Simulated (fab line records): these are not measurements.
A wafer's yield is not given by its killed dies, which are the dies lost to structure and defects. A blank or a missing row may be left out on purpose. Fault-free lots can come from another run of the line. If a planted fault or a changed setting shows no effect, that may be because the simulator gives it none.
Which tool is to blame? || flow rit-cmos || route of 202 steps, sampled at 1 step: 6 lots, 18 wafers

## WHAT THE GAUGES SHOWED, per wafer
RIT_SDANNEAL_RS_MEAS_04: uses a four-point probe to measure.
{"lot": "L831", "measured": "day 3 11:38", "on": "film-metro-02", "PSD_RS (ohm/sq)": "115.5 115.8 115.5"}
{"lot": "L833", "measured": "day 3 18:35", "on": "film-metro-01", "PSD_RS (ohm/sq)": "116.0 116.2 115.9"}
{"lot": "L836", "measured": "day 4 08:19", "on": "film-metro-02", "PSD_RS (ohm/sq)": "115.9 115.9 115.7"}
{"lot": "L839", "measured": "day 4 21:55", "on": "film-metro-02", "PSD_RS (ohm/sq)": "116.0 115.6 115.5"}
{"lot": "L841", "measured": "day 5 09:01", "on": "film-metro-02", "PSD_RS (ohm/sq)": "116.2 115.8 115.9"}
{"lot": "L843", "measured": "day 5 18:13", "on": "film-metro-01", "PSD_RS (ohm/sq)": "115.6 115.9 115.7"}

## WHAT TOOL EACH LOT RAN ON (gives the tool, then ch and the chambers of the sampled wafers, and finally the start)
There is no process step in the record ahead of these readings.

## THE ANSWER, worked out from the rows above alone
Rule: the lots themselves supply what counts as usual. The widest of any qualifying gaps counts: lots, ordered by their means at a reading, are off when they make up no more than a third of the lots, leave a main group of 4 or more, and stand apart from it by 3 or more times the standard deviation of that group's means. Not used: any main group whose means are identical at the precision the tables above print for the reading. Also off: a lot with no number at a reading for which 4 or more lots have one. The other lots that the step has rows for count as sound.
None of the lots is off at any reading shown; this tells nothing.

## WHAT WAS PUT IN BY THE SIMULATOR
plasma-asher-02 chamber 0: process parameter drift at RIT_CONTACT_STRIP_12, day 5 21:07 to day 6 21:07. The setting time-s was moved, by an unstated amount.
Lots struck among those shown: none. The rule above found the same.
